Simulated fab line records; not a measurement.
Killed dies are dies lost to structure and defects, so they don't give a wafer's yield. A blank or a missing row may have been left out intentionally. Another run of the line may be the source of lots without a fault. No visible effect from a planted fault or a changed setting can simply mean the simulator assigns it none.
fab line records	flow rit_cmos
record lots=5	wafers=15	last_day=7
route steps=202 shown CONTACT@172 M1@184
lots that met no fault: from a run of the same line without faults
start_h: hours from the record's opening day to when the first of the lot's shown wafers began	wait_h: hours from the lot's prior step to this one	" same as the row above	L1.1+2: a row that stands for several wafers	- no value present, or no start provided	* or withheld: withheld	< > ~ a bound
route shown NAME@n: NAME is a module with steps in the file, n the number in the route of the first one	usual: mean/standard deviation of fault-free wafers	same: alike in all rows	chamber/n: place in a boat	sites: the reading at each site	_std_site: standard deviation across them	_edge_site: mean of outer sites minus mean of inner sites	radius_mm: how far each site lies from the wafer's centre	mask NAME#n: copy n	behind: the last tool/chamber to shape the wafer	hold: reason for holding the lot/hours on hold/outcome of the hold	device: names the non-switching transistor (n, p or np)	end of line: tests run on the same wafers once the route is complete	for a step that has no rows: nothing shown but its recipe	killed: count of dies lost to structure and defects at first sort (not the wafer's yield)	map: per-die view of a wafer (x killed, . not killed, _ where there is no die)
set.NAME: setting as actually run; set.NAME@STEP: the setting as run at that earlier step	model.NAME: the simulator's own value behind a step, which no gauge read
lots seen at some steps along the route; tables by step, rows by wafer
services: a tool's chamber out of use, with start hour (start_h, from the record's first day; less than 0 if before it), hours out, and reason
## steps
# step RIT_CONTACT_SOFTBAKE_04
# recipe resist=NOVOLAK	temp_c=90	time_s=60
# step RIT_CONTACT_EXPOSE_05
# recipe mask_id=M11	na=0.6	source_shape=conventional	sigma_outer=0.5	target_cd_nm=1000	dose_mj=250
# step RIT_CONTACT_PEB_06
# recipe resist=NOVOLAK	temp_c=withheld	time_s=withheld
# step RIT_CONTACT_DEVELOP_07
# recipe resist=NOVOLAK	develop_time_s=120	dev_temp_c=23
# step RIT_CONTACT_CD_MEAS_08
# recipe target_cd_nm=1000
# usual cd_nm=999.3/1.8
lot.wafer	tool	chamber	start_h	wait_h	cd_nm
L692.2	cd_sem-01	-	77.16	-	1002.2
L692.4	"	-	"	"	999.7
L692.5	"	-	"	"	1000.3
L698.3	cd_sem-01	-	107.66	-	1002.7
L698.4	"	-	"	"	1001.4
L698.5	"	-	"	"	1000.8
L703.2	cd_sem-01	-	132.07	-	997.5
L703.3	"	-	"	"	1001.0
L703.4	"	-	"	"	1000.8
L707.1	cd_sem-02	-	152.43	-	1000.1
L707.2	"	-	"	"	1001.1
L707.3	"	-	"	"	1003.1
L709.1	cd_sem-02	-	161.86	-	999.1
L709.4	"	-	"	"	998.2
L709.6	"	-	"	"	997.8
# step RIT_CONTACT_OVL_MEAS_09
# usual CONTACT_OVL=0.2/1.2
lot.wafer	tool	chamber	start_h	wait_h	CONTACT_OVL[nm]
L692.2	overlay-01	-	77.27	0.1	0.4
L692.4	"	-	"	"	2.9
L692.5	"	-	"	"	2.3
L698.3	overlay-01	-	107.75	0.1	0.3
L698.4	"	-	"	"	2.0
L698.5	"	-	"	"	1.9
L703.2	overlay-02	-	132.17	0.1	0.0
L703.3	"	-	"	"	-1.1
L703.4	"	-	"	"	-2.5
L707.1	overlay-02	-	152.55	0.1	-0.4
L707.2	"	-	"	"	1.2
L707.3	"	-	"	"	0.4
L709.1	overlay-02	-	161.98	0.1	-1.6
L709.4	"	-	"	"	0.2
L709.6	"	-	"	"	-0.7
# step RIT_CONTACT_HARDBAKE_10
# recipe resist=NOVOLAK	temp_c=140	time_s=60
# step RIT_CONTACT_ETCH_11
# recipe target_depth_a=4800	over_etch_frac=0.2	stop_on=TiSi2	chemistry=CHF3/CF4/Ar	target=SiO2	CHF3_flow_sccm=50	cf4_flow_sccm=10	Ar_flow_sccm=100	O2_flow_sccm=5	pressure_mtorr=100	rf_w=206.3	time_s=320
# usual chamber_pressure_mTorr=100.00/0.085	drypump_motor_current_A=5.6/0.33	mfc_ar_sccm=100.0/0.34	oes_product_au=0.995/0.0096	throttle_valve_pct=8.82/0.1
# same time_s=320
lot.wafer	tool	chamber	start_h	wait_h	chamber_pressure_mTorr	drypump_motor_current_A	mfc_ar_sccm	oes_product_au	rf_hours_counter_h	throttle_valve_pct
L692.2	rie_diel-03	0	77.45	0.1	100.08	5.9	99.6	0.998	23	8.91
L692.4	"	2	"	"	100.00	5.2	100.0	0.983	3	8.99
L692.5	"	2	"	"	99.92	5.2	100.0	0.985	-	8.96
L698.3	rie_diel-03	3	107.92	0.1	100.07	5.8	99.6	0.984	61	8.84
L698.4	"	2	"	"	100.14	5.1	100.1	0.982	4	8.99
L698.5	"	1	"	"	100.04	5.6	99.3	0.985	-	8.82
L703.2	rie_diel-01	3	132.55	0.1	99.81	5.7	100.5	0.986	0	8.89
L703.3	"	0	"	"	100.05	6.1	100.5	1.002	68	8.78
L703.4	"	2	"	"	100.08	6.1	99.9	0.998	147	8.81
L707.1	rie_diel-03	3	152.73	0.1	100.04	5.8	99.8	0.979	62	8.86
L707.2	"	2	"	"	99.88	5.2	99.8	0.979	5	8.97
L707.3	"	0	"	"	99.96	5.9	100.3	0.999	25	8.91
L709.1	rie_diel-04	3	162.17	0.1	99.99	5.8	100.5	0.995	10	8.65
L709.4	"	2	"	"	100.11	5.6	99.5	1.004	114	8.94
L709.6	"	3	"	"	100.03	5.7	100.5	0.990	-	8.65
# step RIT_CONTACT_STRIP_12
# recipe chemistry=O2	time_s=180	resist=NOVOLAK	platen_temp_c=withheld	power_w=500	pressure_mtorr=4000	o2_flow_sccm=4000
# usual chamber_pressure_mTorr=4000/4	drypump_motor_current_A=5.86/0.29
# same time_s=180
lot.wafer	tool	chamber	start_h	wait_h	chamber_pressure_mTorr	drypump_motor_current_A	rf_hours_counter_h
L692.2	plasma_asher-02	0	77.64	0.1	4002	5.93	30
L692.4	"	1	"	"	3999	5.75	-
L692.5	"	0	"	"	4001	5.94	-
L698.3	plasma_asher-03	0	108.18	0.2	4000	6.05	-
L698.4	"	1	"	"	3997	5.50	-
L698.5	"	0	"	"	4002	6.07	-
L703.2	plasma_asher-02	1	132.74	0.1	4003	5.74	36
L703.3	"	0	"	"	4000	5.93	-
L703.4	"	1	"	"	4000	5.74	-
L707.1	plasma_asher-02	0	152.93	0.1	3988	5.94	39
L707.2	"	1	"	"	4000	5.77	39
L707.3	"	0	"	"	4010	5.92	-
L709.1	plasma_asher-01	1	162.36	0.1	4004	6.29	51
L709.4	"	1	"	"	4001	6.32	-
L709.6	"	0	"	"	3999	5.56	-
# step RIT_CONTACT_CD_MEAS_90
# recipe target_cd_nm=1000
# usual cd_nm=999.5/1.8
lot.wafer	tool	chamber	start_h	wait_h	cd_nm
L692.2	cd_sem-01	-	77.83	0.1	1002.8
L692.4	"	-	"	"	1000.0
L692.5	"	-	"	"	1001.1
L698.3	cd_sem-01	-	108.33	0.1	1003.0
L698.4	"	-	"	"	1001.5
L698.5	"	-	"	"	1000.9
L703.2	cd_sem-02	-	132.94	0.1	997.3
L703.3	"	-	"	"	1001.2
L703.4	"	-	"	"	1000.8
L707.1	cd_sem-01	-	153.10	0.1	1000.6
L707.2	"	-	"	"	1001.5
L707.3	"	-	"	"	1002.9
L709.1	cd_sem-01	-	162.54	0.1	999.5
L709.4	"	-	"	"	998.8
L709.6	"	-	"	"	998.4
# step RIT_CONTACT_CLEAN_13
# recipe chemistry=SC1	mix=3:3:50	time_s=600	temp_c=75
# step RIT_CONTACT_CLEAN_14
# recipe chemistry=SC2	mix=3:3:50	time_s=600	temp_c=75	dry=n2_spin
# step RIT_M1_SPUTTER_00
# recipe material=Al	target_thk_nm=400	power_w=2000	chamber_pressure_pa=0.4	gas=Ar	time_s=500	substrate_temp_c=25
# usual cathode_dc_power_W=2000.0/0.38	throttle_valve_pct=30.1/0.8
lot.wafer	tool	chamber	start_h	wait_h	cathode_dc_power_W	throttle_valve_pct	model.Al_of_M1_SPUTTER_00.thk_nm
L692.2	pvd_sputter-04	-	78.33	0.0	1999.9	28.6	401
L692.4	"	-	"	"	1999.7	30.3	404.2
L692.5	"	-	"	"	1999.9	30.7	399.1
L698.3	pvd_sputter-04	-	108.79	0.0	1999.7	30.4	368.2
L698.4	"	-	"	"	1999.9	28.8	365.5
L698.5	"	-	"	"	2000.1	30.7	363.1
L703.2	pvd_sputter-01	-	133.40	0.0	1999.4	30.8	401.6
L703.3	"	-	"	"	2000.5	30.0	401.3
L703.4	"	-	"	"	2000.3	30.7	399
L707.1	pvd_sputter-01	-	153.57	0.0	1999.7	30.6	399.9
L707.2	"	-	"	"	1999.9	30.5	399.5
L707.3	"	-	"	"	2000.2	31.2	401.8
L709.1	pvd_sputter-01	-	163.02	0.0	2000.0	30.5	397.2
L709.4	"	-	"	"	1999.7	30.1	395.2
L709.6	"	-	"	"	1999.7	30.3	397.9
# step RIT_M1_RS_MEAS_01
# recipe thk_meas_gauge=four-point-probe	reads=Al_of_M1_SPUTTER_00
# usual M1_AL_RS=0.0737/0.00078
lot.wafer	tool	chamber	start_h	wait_h	M1_AL_RS[ohm/sq]
L692.2	film_metro-02	-	78.65	0.2	0.0730
L692.4	"	-	"	"	0.0723
L692.5	"	-	"	"	0.0735
L698.3	film_metro-02	-	109.13	0.2	0.0797
L698.4	"	-	"	"	0.0803
L698.5	"	-	"	"	0.0810
L703.2	film_metro-03	-	133.72	0.2	0.0733
L703.3	"	-	"	"	0.0733
L703.4	"	-	"	"	0.0737
L707.1	film_metro-03	-	153.87	0.1	0.0734
L707.2	"	-	"	"	0.0735
L707.3	"	-	"	"	0.0733
L709.1	film_metro-04	-	163.32	0.1	0.0741
L709.4	"	-	"	"	0.0743
L709.6	"	-	"	"	0.0738
# step RIT_M1_THK_MEAS_02
# recipe thk_meas_gauge=xrf	reads=Al_of_M1_SPUTTER_00
# usual M1_AL_THK=394/5
lot.wafer	tool	chamber	start_h	wait_h	M1_AL_THK[nm]
L692.2	film_metro-02	-	78.76	0.1	394
L692.4	"	-	"	"	398
L692.5	"	-	"	"	395
L698.3	film_metro-02	-	109.23	0.1	362
L698.4	"	-	"	"	359
L698.5	"	-	"	"	357
L703.2	film_metro-03	-	133.83	0.1	399
L703.3	"	-	"	"	398
L703.4	"	-	"	"	394
L707.1	film_metro-03	-	153.99	0.1	398
L707.2	"	-	"	"	398
L707.3	"	-	"	"	397
L709.1	film_metro-04	-	163.44	0.1	393
L709.4	"	-	"	"	392
L709.6	"	-	"	"	395
# step RIT_M1_HMDS_03
# recipe prime_time_s=60	prime_temp_c=140
# step RIT_M1_COAT_04
# recipe resist=NOVOLAK	spin_rpm=2000	resist_thk_nm=1300
# step RIT_M1_SOFTBAKE_05
# recipe resist=NOVOLAK	temp_c=90	time_s=60
# step RIT_M1_EXPOSE_06
# recipe mask_id=M12	na=0.6	source_shape=conventional	sigma_outer=0.5	target_cd_nm=2600	dose_mj=250
# step RIT_M1_PEB_07
# recipe resist=NOVOLAK	temp_c=withheld	time_s=withheld
# step RIT_M1_DEVELOP_08
# recipe resist=NOVOLAK	develop_time_s=68	dev_temp_c=23
# step RIT_M1_CD_MEAS_09
# recipe target_cd_nm=2600
# usual cd_nm=2600.6/2.5
lot.wafer	tool	chamber	start_h	wait_h	cd_nm
L692.2	cd_sem-01	-	79.71	-	2599.2
L692.4	"	-	"	"	2598.3
L692.5	"	-	"	"	2598.0
L698.3	cd_sem-02	-	110.31	-	2601.4
L698.4	"	-	"	"	2602.6
L698.5	"	-	"	"	2602.9
L703.2	cd_sem-02	-	134.97	-	2597.9
L703.3	"	-	"	"	2598.8
L703.4	"	-	"	"	2599.6
L707.1	cd_sem-01	-	155.05	-	2595.8
L707.2	"	-	"	"	2595.5
L707.3	"	-	"	"	2597.0
L709.1	cd_sem-02	-	164.38	-	2605.1
L709.4	"	-	"	"	2601.3
L709.6	"	-	"	"	2600.4
# step RIT_M1_OVL_MEAS_10
# usual M1_OVL=0.6/1.5
lot.wafer	tool	chamber	start_h	wait_h	M1_OVL[nm]
L692.2	overlay-02	-	79.81	0.1	-0.8
L692.4	"	-	"	"	-1.3
L692.5	"	-	"	"	-1.8
L698.3	overlay-02	-	110.41	0.1	-2.3
L698.4	"	-	"	"	0.8
L698.5	"	-	"	"	-1.6
L703.2	overlay-01	-	135.08	0.1	-0.1
L703.3	"	-	"	"	-1.0
L703.4	"	-	"	"	1.2
L707.1	overlay-02	-	155.17	0.1	-0.1
L707.2	"	-	"	"	-1.0
L707.3	"	-	"	"	2.4
L709.1	overlay-02	-	164.50	0.1	1.8
L709.4	"	-	"	"	1.1
L709.6	"	-	"	"	3.0
# step RIT_M1_HARDBAKE_11
# recipe resist=NOVOLAK	temp_c=140	time_s=120
# step RIT_M1_METAL_ETCH_12
# recipe stop_on=SiO2	chemistry=Cl2/BCl3	target=Al	time_s=165	over_etch_frac=0.5	pressure_mtorr=100	target_depth_a=6000	rf_w=250	Cl2_flow_sccm=60	bcl3_flow_sccm=50
# usual chamber_pressure_mTorr=100.00/0.1	drypump_motor_current_A=5.5/0.54	oes_product_au=0.777/0.011	throttle_valve_pct=8.27/0.046
# same time_s=165
lot.wafer	tool	chamber	start_h	wait_h	chamber_pressure_mTorr	drypump_motor_current_A	oes_product_au	rf_hours_counter_h	throttle_valve_pct
L692.2	rie_metal-02	0	80.09	0.2	99.96	4.8	0.780	4	8.29
L692.4	"	1	"	"	100.02	5.7	0.776	-	8.28
L692.5	"	1	"	"	100.05	5.7	0.773	-	8.30
L698.3	rie_metal-02	0	110.73	0.2	100.10	4.8	0.741	-	8.29
L698.4	"	1	"	"	100.28	5.7	0.739	-	8.29
L698.5	"	0	"	"	100.00	4.8	0.731	-	8.29
L703.2	rie_metal-03	0	135.36	0.2	100.08	5.1	0.775	39	8.32
L703.3	"	1	"	"	100.03	5.9	0.791	-	8.19
L703.4	"	0	"	"	99.93	5.1	0.763	-	8.34
L707.1	rie_metal-04	0	155.46	0.2	99.91	5.2	0.772	3	8.28
L707.2	"	1	"	"	99.98	6.4	0.790	3	8.23
L707.3	"	0	"	"	100.08	5.3	0.771	-	8.27
L709.1	rie_metal-02	0	164.78	0.2	99.99	4.8	0.771	5	8.29
L709.4	"	1	"	"	100.09	5.7	0.772	-	8.30
L709.6	"	1	"	"	100.10	5.7	0.784	-	8.28
# step RIT_M1_STRIP_13
# recipe chemistry=nmp	resist=NOVOLAK	temp_c=80	time_s=600	dry=n2_spin
# step RIT_M1_PROBE_99
# usual killed_at_contacts=0.1/0.27	killed_at_front_end=6.6/3	killed_dies=7/3	killed_open=3.3/2	killed_short=3.4/2
# same gross_dies=264	killed_at_M0_to_M3=0	killed_at_M4_up=0	killed_at_back_side=0	killed_at_other=0
lot.wafer	tool	chamber	start_h	wait_h	killed_at_contacts	killed_at_front_end	killed_dies	killed_open	killed_short	model.etest.m1.rs_ohm_sq
L692.2	prober-01	-	82.45	0.1	1	2	3	2	1	0.07191
L692.4	prober-01	-	82.55	0.2	0	7	7	4	3	0.07196
L692.5	prober-01	-	82.60	0.2	0	3	3	2	1	0.07264
L698.3	prober-02	-	113.07	0.2	0	5	5	0	5	0.07899
L698.4	prober-02	-	113.12	0.2	0	10	10	4	6	0.07945
L698.5	prober-02	-	113.17	0.2	0	7	7	2	5	0.07958
L703.2	prober-02	-	137.66	0.1	0	13	13	6	7	0.07171
L703.3	prober-02	-	137.71	0.2	0	5	5	2	3	0.07207
L703.4	prober-02	-	137.76	0.2	0	7	7	4	3	0.07249
L707.1	prober-02	-	157.72	0.1	0	11	11	5	6	0.07254
L707.2	prober-02	-	157.77	0.1	0	7	7	2	5	0.07293
L707.3	prober-02	-	157.82	0.2	0	14	14	8	6	0.07242
L709.1	prober-01	-	167.03	0.1	0	7	7	1	6	0.07358
L709.4	prober-01	-	167.18	0.2	0	9	9	5	4	0.07381
L709.6	prober-01	-	167.28	0.2	0	11	11	6	5	0.07276
# killed by level:class
L692.2 GATE:geometric_particle:open=2 CONTACT:geometric_particle:short=1
L692.4 GATE:geometric_particle:open=3 FOX1:geometric_particle:short=1 FOX1:geometric_particle:open=1 FOX2:geometric_particle:short=1 SPACER:geometric_particle:short=1
L692.5 FOX2:geometric_particle:short=1 REOX:geometric_particle:open=1 SPACER:geometric_particle:open=1
L698.3 FOX1:geometric_particle:short=2 GATE:geometric_particle:short=2 SPACER:geometric_particle:short=1
L698.4 FOX1:geometric_particle:open=2 FOX2:geometric_particle:short=2 GATE:geometric_particle:short=2 GATE:geometric_particle:open=1 REOX:geometric_particle:short=1 SPACER:geometric_particle:short=1 SILICIDE:geometric_particle:open=1
L698.5 FOX1:geometric_particle:short=2 ACTIVE:geometric_particle:open=1 GATE:geometric_particle:open=1 GATE:geometric_particle:short=1 REOX:geometric_particle:short=1 SPACER:geometric_particle:short=1
L703.2 GATE:geometric_particle:open=3 FOX1:geometric_particle:short=2 GATE:geometric_particle:short=2 SPACER:geometric_particle:open=2 SPACER:geometric_particle:short=2 SILICIDE:geometric_particle:short=1 SILICIDE:geometric_particle:open=1
L703.3 GATE:geometric_particle:short=3 GATE:geometric_particle:open=1 SILICIDE:geometric_particle:open=1
L703.4 GATE:geometric_particle:open=2 GATE:geometric_particle:short=2 FOX1:geometric_particle:open=1 SPACER:geometric_particle:short=1 SPACER:geometric_particle:open=1
L707.1 GATE:geometric_particle:open=3 FOX1:geometric_particle:open=2 GATE:geometric_particle:short=2 FOX2:geometric_particle:short=1 REOX:geometric_particle:short=1 SPACER:geometric_particle:short=1 SILICIDE:geometric_particle:short=1
L707.2 GATE:geometric_particle:short=3 FOX2:geometric_particle:short=2 GATE:geometric_particle:open=1 SILICIDE:geometric_particle:open=1
L707.3 FOX2:geometric_particle:short=2 GATE:geometric_particle:open=2 REOX:geometric_particle:open=2 SILICIDE:geometric_particle:open=2 FOX1:geometric_particle:short=1 FOX1:geometric_particle:open=1 FOX2:geometric_particle:open=1 GATE:geometric_particle:short=1
L709.1 GATE:geometric_particle:short=2 FOX1:geometric_particle:short=1 GATE:geometric_particle:open=1 REOX:geometric_particle:short=1 SPACER:geometric_particle:short=1 SILICIDE:geometric_particle:short=1
L709.4 FOX2:geometric_particle:open=3 REOX:geometric_particle:short=2 GATE:geometric_particle:open=1 GATE:geometric_particle:short=1 SPACER:geometric_particle:open=1 SILICIDE:geometric_particle:short=1
L709.6 GATE:geometric_particle:short=2 GATE:geometric_particle:open=2 REOX:geometric_particle:open=2 SPACER:geometric_particle:open=2 FOX1:geometric_particle:short=1 FOX2:geometric_particle:short=1 SILICIDE:geometric_particle:short=1
## services
tool	chamber	start_h	hours	kind
rie_metal-02	0	92.16	5.9	repair
rie_diel-01	3	99.00	7.7	repair
rie_diel-01	3	106.66	-	clean
rie_diel-01	3	106.66	23.5	scheduled_down
rie_diel-01	3	106.66	23.5	vent_cycle
rie_diel-04	0	106.71	3.4	repair
plasma_asher-03	-	108.75	9.0	pm
plasma_asher-03	0	108.75	9.0	vent_cycle
plasma_asher-03	1	108.75	9.0	vent_cycle
plasma_asher-03	0	117.75	-	clean
plasma_asher-03	1	117.75	-	clean
rie_diel-01	0	118.56	13.5	repair
rie_diel-03	-	120.31	2.8	pm
rie_metal-03	-	136.12	20.0	pm
rie_metal-03	0	136.12	20.0	vent_cycle
rie_metal-03	1	136.12	20.0	vent_cycle
pvd_sputter-04	-	139.98	4.9	repair
rie_diel-04	-	141.30	0.2	repair
plasma_asher-03	-	153.41	2.8	pm
rie_metal-03	0	156.12	-	clean
rie_metal-03	1	156.12	-	clean
## key
first_sign step=RIT_M1_RS_MEAS_01	reading=M1_AL_RS	direction=up	sigmas=8.4	usual=0.0737	struck=0.0803
effect step=RIT_M1_THK_MEAS_02	reading=M1_AL_THK	direction=down	sigmas=6.9	usual=394	struck=360
effect step=RIT_M1_METAL_ETCH_12	reading=oes_product_au	direction=down	sigmas=3.8	usual=0.777	struck=0.737
model_effect step=RIT_M1_SPUTTER_00	value=Al_of_M1_SPUTTER_00.thk_nm	without=399.5	struck=365.6
model_effect step=RIT_M1_PROBE_99	value=etest.m1.rs_ohm_sq	without=0.07261	struck=0.07934
met_at RIT_M1_SPUTTER_00
struck_wafers L698.3,L698.4,L698.5
tester_left_out L698
onset_between 78.33 108.79
also_fits RIT_CONTACT_STRIP_12:plasma_asher-03
earlier_fault kind=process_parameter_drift	tool=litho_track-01	chamber=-	onset_h=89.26	steps=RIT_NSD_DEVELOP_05	channel=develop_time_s	offset=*	shape=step	end_h=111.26	acts_in=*	stated=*
fault kind=process_parameter_drift	tool=pvd_sputter-04	chamber=-	onset_h=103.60	steps=RIT_M1_SPUTTER_00	channel=time_s	offset=*	shape=step	acts_in=*	stated=*
# tester_left_out: of these lots the tester's yield and bins aren't shown, on N5 and GAA mostly nor the transistor test; their killed dies are dies lost to structure and defects alone, not to doping, threshold or leakage, so they don't give the yield
